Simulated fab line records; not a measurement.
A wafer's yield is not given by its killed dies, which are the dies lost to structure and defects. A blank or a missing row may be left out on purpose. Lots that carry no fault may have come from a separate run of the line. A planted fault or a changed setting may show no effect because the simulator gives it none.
Struck lot and sound lot, side by side    flow rit cmos    14 steps out of a route of 202
Sound: the wafers L234.2, L234.4, L234.5. Wafers struck: L250.2, L250.3, L250.4. The cause is given at the end.
Per side, at each step with rows, come the tool, then ch with its chambers, and then its first start. Under that, the readings that differ: sound wafers    struck wafers    difference of the means    sigmas: that difference in standard deviations of wafers without a fault.
alike: same words and numbers on both sides, and readings whose means sit less than 2 such deviations apart. not compared: any withheld reading, any reading some wafer has no value for, any bound like >300 that may hide the same value, and any number with overlapping values for which the record gives no deviation.
Wherever a step has rows on one side only, a row that says differs or no value, or a row with sigmas, the two part there. Numbers that don't overlap but have no deviation are shown without sigmas and don't part them. A reading that every wafer of one side lacks parts them only if that side has two wafers or more.

first, 3 steps without rows for these wafers: RIT_NWELL_EXPOSE_03 (exposes mask M2, target cd 43900 nm); RIT_NWELL_PEB_04; RIT_NWELL_DEVELOP_05 (develop time 68 s).
RIT_NWELL_OVL_MEAS_06:
  sound on overlay-02 at day 2 17:02; struck on overlay-02 at day 6 03:20
  alike: NWELL_OVL
then, 2 steps without rows for these wafers: RIT_NWELL_HARDBAKE_07 (time 120 s); RIT_NWELL_IMPLANT_08.
RIT_NWELL_STRIP_09: strips in O2, time 180 s.
  sound on plasma asher-04 ch 0,1, day 2 17:28; struck on plasma asher-01 ch 0,1, day 6 03:46
  alike: drypump motor current A, rf refl power W
  not compared: rf hours counter h
RIT_NWELL_TW_MEAS_10:
  sound on film metro-01 at day 2 17:39; struck on film metro-01 at day 6 03:56
  alike: NWELL_TW
then, 4 steps without rows for these wafers: RIT_PWELL_HMDS_00 (prime time 60 s); RIT_PWELL_COAT_01 (resist thk 1300 nm); RIT_PWELL_SOFTBAKE_02 (time 60 s); RIT_PWELL_EXPOSE_03 (exposes mask M3, target cd 43700 nm).
RIT_PWELL_PEB_04:
  sound on litho track-01 ch 0, day 2 18:25; struck on litho track-01, day 6 04:35
reading          sound           struck  difference                     sigmas
exhaust pa (Pa)  45.8 44.7 44.6  - - -   no value on the struck wafers  
  not compared: chill plate temp C
then, 1 step without rows for these wafers: RIT_PWELL_DEVELOP_05 (develop time 68 s).

## WHERE THEY PART
Only at RIT_PWELL_PEB_04, within this record.

WHY: whatever the simulator had introduced
Whole step skipped at RIT_PWELL_PEB_04 on litho track-01, starting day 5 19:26. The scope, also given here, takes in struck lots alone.
